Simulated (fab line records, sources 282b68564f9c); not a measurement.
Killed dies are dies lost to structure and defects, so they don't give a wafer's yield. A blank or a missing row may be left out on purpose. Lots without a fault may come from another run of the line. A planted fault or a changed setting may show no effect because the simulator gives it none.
fab line records | flow rit_cmos
record lots=14 wafers=42 last_day=8
route steps=202 shown NSD@141 CONTACT@168
lots that met no fault: from a run of the same line without faults
start_h: hours from the record's first day to the start of the lot's first wafer shown | wait_h: hours since the lot's step before | " the same as in the row above | L1.1+2: a row that stands for several wafers | - no value, or no start given | * or withheld: withheld | < > ~ a bound
route shown NAME@n: a module of which the file shows steps, and the number in the route of the first | usual: mean/standard deviation of fault-free wafers | same: alike in all rows | chamber/n: place in a boat | sites: the reading at each site | _std_site: their standard deviation | _edge_site: outer sites' mean less inner sites' | radius_mm: how far each site lies from the wafer's centre | mask NAME#n: copy n | behind: the tool/chamber that last shaped the wafer | hold: why the lot was held/for how many hours/how that ended | device: the transistor (n, p or np) that didn't switch | end of line: the same wafers' tests at the end of the route | a step without rows: its recipe alone | killed: dies lost to structure and defects at the first sort, not the wafer's yield | map: a wafer's dies, x killed, . not, _ none there
set.NAME: the setting as run; set.NAME@STEP: as run at that earlier step | model.NAME: the simulator's own value behind a step, which no gauge read
steps of the route over a sample of lots; a table a step, a row a wafer
services: from which hour (start_h, from the record's first day; less than 0 if before it) a tool's chamber was out of use, for how many hours, and why
## steps
# step RIT_NSD_TW_MEAS_10
# usual NSD_TW=3139/26
# columns lot.wafer tool chamber start_h wait_h NSD_TW
L906.1 film_metro-04 - 51.19 0.1 3151
L906.3 " - " " 3136
L906.4 " - " " 3138
L907.2 film_metro-04 - 54.21 0.1 3127
L907.3 " - " " 3123
L907.4 " - " " 3128
L908.1 film_metro-01 - 59.21 0.1 3117
L908.2 " - " " 3097
L908.5 " - " " 3095
L909.2 film_metro-04 - 63.48 0.1 3145
L909.3 " - " " 3136
L909.5 " - " " 3125
L919.2 film_metro-04 - 116.16 0.1 3142
L919.4 " - " " 3128
L919.6 " - " " 3126
L920.1 film_metro-02 - 118.75 0.1 3158
L920.4 " - " " 3142
L920.6 " - " " 3157
L921.2 film_metro-02 - 124.57 0.1 3177
L921.4 " - " " 3164
L921.5 " - " " 3171
L922.1 film_metro-04 - 129.84 0.1 3139
L922.5 " - " " 3141
L922.6 " - " " 3129
L923.1 film_metro-04 - 134.16 0.1 3135
L923.5 " - " " 3136
L923.6 " - " " 3118
L924.2 film_metro-02 - 143.77 0.1 3163
L924.4 " - " " 3172
L924.6 " - " " 3173
L925.2 film_metro-02 - 151.74 0.1 3182
L925.4 " - " " 3176
L925.6 " - " " 3182
L927.2 film_metro-02 - 158.96 0.1 3165
L927.3 " - " " 3179
L927.4 " - " " 3196
L928.1 film_metro-02 - 167.20 0.1 3156
L928.5 " - " " 3176
L928.6 " - " " 3169
L929.1 film_metro-01 - 179.17 0.1 3118
L929.4 " - " " 3106
L929.6 " - " " 3109
# step RIT_SDANNEAL_RS_MEAS_05
# recipe thk_meas_gauge=four-point-probe
# usual NSD_RS=83.68/0.24
# columns lot.wafer tool chamber start_h wait_h NSD_RS[ohm/sq]
L906.1 film_metro-04 - 53.24 0.1 83.14
L906.3 " - " " 83.61
L906.4 " - " " 83.47
L907.2 film_metro-02 - 56.26 0.1 84.07
L907.3 " - " " 83.95
L907.4 " - " " 84.23
L908.1 film_metro-02 - 61.23 0.1 83.41
L908.2 " - " " 83.54
L908.5 " - " " 83.60
L909.2 film_metro-02 - 65.53 0.1 83.94
L909.3 " - " " 83.70
L909.5 " - " " 83.86
L919.2 film_metro-04 - 118.24 0.1 83.39
L919.4 " - " " 83.44
L919.6 " - " " 83.50
L920.1 film_metro-04 - 120.81 0.1 83.88
L920.4 " - " " 83.93
L920.6 " - " " 83.81
L921.2 film_metro-04 - 126.73 0.1 83.77
L921.4 " - " " 83.56
L921.5 " - " " 83.70
L922.1 film_metro-02 - 132.00 0.1 83.41
L922.5 " - " " 83.48
L922.6 " - " " 83.25
L923.1 film_metro-02 - 136.39 0.1 83.65
L923.5 " - " " 83.22
L923.6 " - " " 83.11
L924.2 film_metro-01 - 145.97 0.1 83.69
L924.4 " - " " 83.56
L924.6 " - " " 83.77
L925.2 film_metro-01 - 153.80 0.1 83.46
L925.4 " - " " 83.74
L925.6 " - " " 83.71
L927.2 film_metro-01 - 161.00 0.1 84.02
L927.3 " - " " 84.04
L927.4 " - " " 83.90
L928.1 film_metro-02 - 169.35 0.1 83.68
L928.5 " - " " 84.04
L928.6 " - " " 83.75
L929.1 film_metro-04 - 181.32 0.1 83.69
L929.4 " - " " 83.49
L929.6 " - " " 83.47
# step RIT_CONTACT_CVD_00
# recipe material=SiO2 target_thk_nm=400 precursor=TEOS temp_c=390 time_s=61 rf_w=400
# usual heater_power_w=339/51
# columns lot.wafer tool chamber start_h wait_h heater_power_w
L906.1 pecvd-04 2 54.12 0.1 293
L906.3 " 0 " " 346
L906.4 " 0 " " 368
L907.2 pecvd-02 0 57.12 0.0 294
L907.3 " 1 " " 405
L907.4 " 2 " " 332
L908.1 pecvd-03 1 62.11 0.1 323
L908.2 " 0 " " 332
L908.5 " 1 " " 338
L909.2 pecvd-04 1 66.40 0.0 368
L909.3 " 2 " " 270
L909.5 " 0 " " 426
L919.2 pecvd-02 2 119.22 0.0 294
L919.4 " 1 " " 310
L919.6 " 0 " " 301
L920.1 pecvd-03 1 121.69 0.1 358
L920.4 " 0 " " 356
L920.6 " 1 " " 270
L921.2 pecvd-04 0 127.59 0.0 347
L921.4 " 1 " " 340
L921.5 " 2 " " 277
L922.1 pecvd-02 0 132.88 0.1 299
L922.5 " 2 " " 317
L922.6 " 1 " " 359
L923.1 pecvd-03 2 137.27 0.1 454
L923.5 " 0 " " 307
L923.6 " 2 " " 346
L924.2 pecvd-04 2 146.83 0.0 316
L924.4 " 1 " " 293
L924.6 " 2 " " 234
L925.2 pecvd-02 1 154.65 0.0 373
L925.4 " 1 " " 377
L925.6 " 2 " " 309
L927.2 pecvd-04 2 161.86 0.0 302
L927.3 " 1 " " 368
L927.4 " 0 " " 434
L928.1 pecvd-02 1 170.23 0.1 414
L928.5 " 2 " " 281
L928.6 " 1 " " 305
L929.1 pecvd-03 2 182.20 0.1 451
L929.4 " 0 " " 283
L929.6 " 2 " " 353
# step RIT_CONTACT_DEVELOP_07
# recipe resist=NOVOLAK develop_time_s=120 dev_temp_c=23
# usual chill_plate_temp_C=22.96/0.14 develop_time_s=120/0 resist_line_temp_C=23.04/0.11
# columns lot.wafer tool chamber start_h wait_h chill_plate_temp_C develop_time_s resist_line_temp_C
L906.1 litho_track-02 0 55 - 22.93 120 22.97
L906.3 " 0 " " 23.07 120 23.00
L906.4 " 0 " " 23.17 120 22.92
L907.2 litho_track-02 0 58 - 23.23 120 22.94
L907.3 " 0 " " 23.09 120 23.05
L907.4 " 0 " " 23.23 120 22.91
L908.1 litho_track-04 - 63 - - - -
L908.2 " - " " - - -
L908.5 " - " " - - -
L909.2 litho_track-04 - 67 - - - -
L909.3 " - " " - - -
L909.5 " - " " - - -
L919.2 litho_track-02 0 120 - 22.87 120 23.22
L919.4 " 0 " " 22.94 120 23.01
L919.6 " 0 " " 22.93 120 23.11
L920.1 litho_track-02 0 122 - 22.81 120 23.06
L920.4 " 0 " " 23.02 120 22.87
L920.6 " 0 123 - 22.94 120 22.87
L921.2 litho_track-04 0 128 - 22.80 120 23.06
L921.4 " 0 " " 23.04 120 22.91
L921.5 " 0 " " 22.93 120 23.10
L922.1 litho_track-03 0 133 - 22.88 120 23.09
L922.5 " 0 " " 22.70 120 23.18
L922.6 " 0 " " 22.72 120 23.14
L923.1 litho_track-04 0 138 - 23.01 120 23.25
L923.5 " 0 " " 23.04 120 23.03
L923.6 " 0 " " 22.98 120 23.03
L924.2 litho_track-02 0 147 - 22.88 120 22.85
L924.4 " 0 " " 23.10 120 22.96
L924.6 " 0 " " 22.98 120 22.75
L925.2 litho_track-03 0 155 - 22.74 120 22.97
L925.4 " 0 " " 22.79 120 23.05
L925.6 " 0 " " 22.70 120 22.92
L927.2 litho_track-02 0 162 - 22.93 120 23.11
L927.3 " 0 " " 22.96 120 23.07
L927.4 " 0 " " 22.95 120 23.02
L928.1 litho_track-03 0 171 - 23.03 120 23.05
L928.5 " 0 " " 22.93 120 23.19
L928.6 " 0 " " 22.93 120 23.12
L929.1 litho_track-04 0 183 - 22.99 120 22.98
L929.4 " 0 " " 22.70 120 22.94
L929.6 " 0 " " 22.91 120 22.93
## services
# columns tool chamber start_h hours kind
pecvd-02 - 111.76 0.8 pm
pecvd-02 0 137.73 6.2 repair
pecvd-03 - 152.30 1.7 repair
pecvd-02 0 156.62 5.8 repair
pecvd-03 - 167.43 0.3 repair
## key
first_sign step=RIT_CONTACT_DEVELOP_07 reading=tool_record direction=missing
effect none on later readings
met_at RIT_CONTACT_DEVELOP_07
struck_lots L908,L909
later_rows_left_out L908.1,L908.2,L908.5,L909.2,L909.3,L909.5
sort_left_out L908.1,L908.2,L908.5,L909.2,L909.3,L909.5
tester_left_out L908,L909
not_acting_at RIT_NSD_TW_MEAS_10,RIT_SDANNEAL_RS_MEAS_05,RIT_CONTACT_CVD_00
fault kind=skipped_step_whole tool=litho_track-04 chamber=- onset_h=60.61 steps=RIT_CONTACT_DEVELOP_07 scope=struck_lots_only
# tester_left_out: of these lots the tester's yield and bins aren't shown, on N5 and GAA mostly nor the transistor test; their killed dies are dies lost to structure and defects alone, not to doping, threshold or leakage, so they don't give the yield
# sort_left_out: the simulated sort isn't trusted on such a fault, so these wafers' sort isn't shown, and their yield isn't known
# later_rows_left_out: the simulator's readings of these wafers behind a module that went badly wrong aren't trusted and aren't shown, but for the sort
